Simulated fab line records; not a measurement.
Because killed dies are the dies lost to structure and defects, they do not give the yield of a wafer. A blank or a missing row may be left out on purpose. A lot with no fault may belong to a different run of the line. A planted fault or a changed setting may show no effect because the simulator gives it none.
Split-lot study	flow berkeleyCmos170	23 wafers read across 5 lots, on a route 331 steps long

ON THE SPLIT
At UCB170_NVT_IMPLANT_07, the setting energyKev was moved away from the recipe's 50 on 6 of the 23 wafers read, by -5.9% to +5.9%. All remaining wafers had this setting at the recipe value.

The reading comes from the split's own step.

THE READING
implant.drpNm (the simulator's own value, which no gauge read), in nm, at UCB170_NVT_IMPLANT_07. There is no usual value for it anywhere in the file.

wafer	tool, chamber at the split	energyKev as run	against the recipe	implant.drpNm, nm	against lot-mates on the recipe
L074.1	implanter-03, 0	50	recipe	18.57	-
L074.2	implanter-03, 0	50	recipe	18.57	-
L074.4	implanter-03, 0	50	recipe	18.57	-
L074.5	implanter-03, 0	50	recipe	18.57	-
L074.6	implanter-03, 0	50	recipe	18.57	-
L077.1	implanter-04, 0	50	recipe	18.57	-
L077.2	implanter-04, 0	50	recipe	18.57	-
L077.3	implanter-04, 0	52.93	+5.9%	19.35	+0.78
L077.5	implanter-04, 0	52.93	+5.9%	19.35	+0.78
L077.6	implanter-04, 0	52.93	+5.9%	19.35	+0.78
L079.3	implanter-03, 0	50	recipe	18.57	-
L079.4	implanter-03, 0	50	recipe	18.57	-
L079.5	implanter-03, 0	50	recipe	18.57	-
L080.1	implanter-01, 0	50	recipe	18.57	-
L080.3	implanter-01, 0	50	recipe	18.57	-
L080.4	implanter-01, 0	47.04	-5.9%	17.78	-0.79
L080.5	implanter-01, 0	47.04	-5.9%	17.78	-0.79
L080.6	implanter-01, 0	47.04	-5.9%	17.78	-0.79
L081.1	implanter-04, 0	50	recipe	18.57	-
L081.2	implanter-04, 0	50	recipe	18.57	-
L081.3	implanter-04, 0	50	recipe	18.57	-
L081.4	implanter-04, 0	50	recipe	18.57	-
L081.6	implanter-04, 0	50	recipe	18.57	-

FIT RESULTS
A straight line over all 23 wafers: implant.drpNm changes by +0.133 nm for each +1% of energyKev; r = +1.00; the points scatter about the line by 0.00046 nm.
The same after taking each lot's own level away (the mean of its wafers on the recipe; 23 wafers): +0.133 nm for each +1%; r = +1.00; scatter 0.00046 nm.
According to that fit, moving energyKev by its largest amount changes the reading by 0.79 nm.
The lots' own levels span 18.570 to 18.570 nm.
The two slopes agree, so the slope changes little with the lot-to-lot level.
Check: for one of the wafers moved furthest among these (-5.9%), held out of the fit, the line's prediction against its lot-mates is -0.789 nm. Against them it came out at -0.79 nm.

ADDITIONAL SPLITS CARRIED BY THESE WAFERS
These wafers also went through other splits before the reading. Each is held against what the fit with the lots' levels taken away leaves over:
other split on the same wafers	wafers away from the commonest value	r with implant.drpNm (lot level and that fit taken away)
UCB170_PWELL_IMPLANT_15 doseCm2	9	-0.24
UCB170_ACTIVE_CVD_05 sih2cl2FlowSccm	15	+0.22
UCB170_ACTIVE_STRIP_16 powerW	6	-0.14
UCB170_FIELD_OXIDATION_01 tempC	15	-0.25

THE WHOLE CHAIN: every reading that the file lists as answering this split, in the file's order
step	what it does	reading	change (the file's fit)	r (the file's)
UCB170_NVT_IMPLANT_07		implant.rpNm (the simulator's own value, which no gauge read)	+0.373 nm for each +1% of the setting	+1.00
UCB170_NVT_IMPLANT_07		implant.drpNm (the simulator's own value, which no gauge read)	+0.134 nm for each +1% of the setting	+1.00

THE FILE'S OWN FIT
implant.drpNm changes by +0.134 nm for each +1% of energyKev, r = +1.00.
